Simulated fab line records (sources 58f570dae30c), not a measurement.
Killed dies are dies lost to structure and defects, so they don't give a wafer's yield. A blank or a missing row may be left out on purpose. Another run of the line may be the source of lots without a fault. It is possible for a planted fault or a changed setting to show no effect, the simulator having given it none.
Problem report in the 8D (eight disciplines) form, filled by code / flow berkeley-cmos170 / the parts of the form that need people (team, actions taken, sign-off) are left out

== 1. THE ISSUE ==
Mean M1_AL_RS at UCB170_M1_RS_MEAS_01: 0.0750 ohm/sq over 2 wafers in 2 lots; fault-free wafers: 0.0486 ohm/sq, standard deviation 0.00042. Relative to the usual mean, that is a shift of +63 standard deviations.
The step: measures by four-point-probe.
First seen on wafer L720.3, day 10 21:34, on film-metro-02. The record has a number at this step for 42 wafers belonging to 14 lots. Rule for "out", or "out of limits": more than 4 standard deviations from the usual mean. Any other wafer with a number is counted as sound.

== 2. WHAT IT IS, AND WHAT IT ISN'T ==
question=which readings at this step | is=M1_AL_RS | is not=-
question=which lots | is=L720, L724 | is not=L704, L705, L706, L707, L708, L709, L711, L712, L713, L714, L715, L716
question=which wafers of those lots | is=L720.3, L724.6 | is not=L720.4, L720.5, L724.2, L724.5
question=read on which gauges | is=film-metro-02, film-metro-03 | is not=film-metro-01
question=when | is=from day 10 21:34 | is not=up to then (38 sound wafers); but 2 sound wafers of L724 came after

== 3. THE SUSPECTS, EACH WITH WHAT RULES IT OUT ==
Counting: if a tool at a process step up to the reading ran every lot that is out, it stays a suspect. Sound lots after the first of them don't rule it out here, since some wafers of a struck lot are sound.
- the gauge at UCB170_M1_RS_MEAS_01 is ruled out. The wafers that are out were read on 2 gauges (film-metro-02, film-metro-03).
- pvd-sputter-04 at UCB170_M1_SPUTTER_00 (material Al, target thk 600 nm, time 80 s): kept. It processed each lot that is out (first: L720, day 10 21:28); up to then, its last sound lot is L716 (day 10 11:32).
Remaining after the count: pvd-sputter-04 at UCB170_M1_SPUTTER_00.

== 4. THE CAUSE (what the simulator had put in) ==
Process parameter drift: pvd-sputter-04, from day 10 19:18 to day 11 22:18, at UCB170_M1_SPUTTER_00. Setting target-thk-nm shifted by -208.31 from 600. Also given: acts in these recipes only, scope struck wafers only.
Counting left only this tool.

== 5. SEQUENCE OF EFFECTS, ordered by route ==
Each row: a reading whose mean over the struck wafers that have a number lies more than 3 standard deviations from the usual. Only readings for which the record gives a usual standard deviation are gone through. hours: the time from each lot's start at the first step in this table that gives one to its start at this step, as a median over the lots. sigmas: the change in usual standard deviations.
hours=0; step=UCB170_M1_RS_MEAS_01; reading=M1_AL_RS; usual=0.0486 ohm/sq; on struck wafers=0.0750; change=+0.0264; sigmas=+63
hours=0; step=UCB170_M1_THK_MEAS_02; reading=M1_AL_THK; usual=603 nm; on struck wafers=394; change=-210; sigmas=-34
hours=2; step=UCB170_M1_METAL_ETCH_12; reading=oes-product-au; usual=0.862 a.u.; on struck wafers=0.715; change=-0.147; sigmas=-9.2
The process steps in it:
- UCB170_M1_METAL_ETCH_12: etches Al in Cl2/BCl3, stops on PSG, target depth 780 nm, time 130 s.

== 6. HOW IT WOULD HAVE BEEN CAUGHT EARLIER ==
Counted from the fault's start at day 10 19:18, it took 2 hours until the first out-of-limits reading at a measuring or inspecting step in this record, taken at day 10 21:34.
Of the tool readings at UCB170_M1_SPUTTER_00 for which the record gives a usual standard deviation, none was out on any struck wafer, so an alarm limit of 4 standard deviations on them would not have fired.
Among the 2 lots that are out, L724 began UCB170_M1_SPUTTER_00 on pvd-sputter-04 after day 10 21:34. Putting the tool on hold at that point would have spared it.
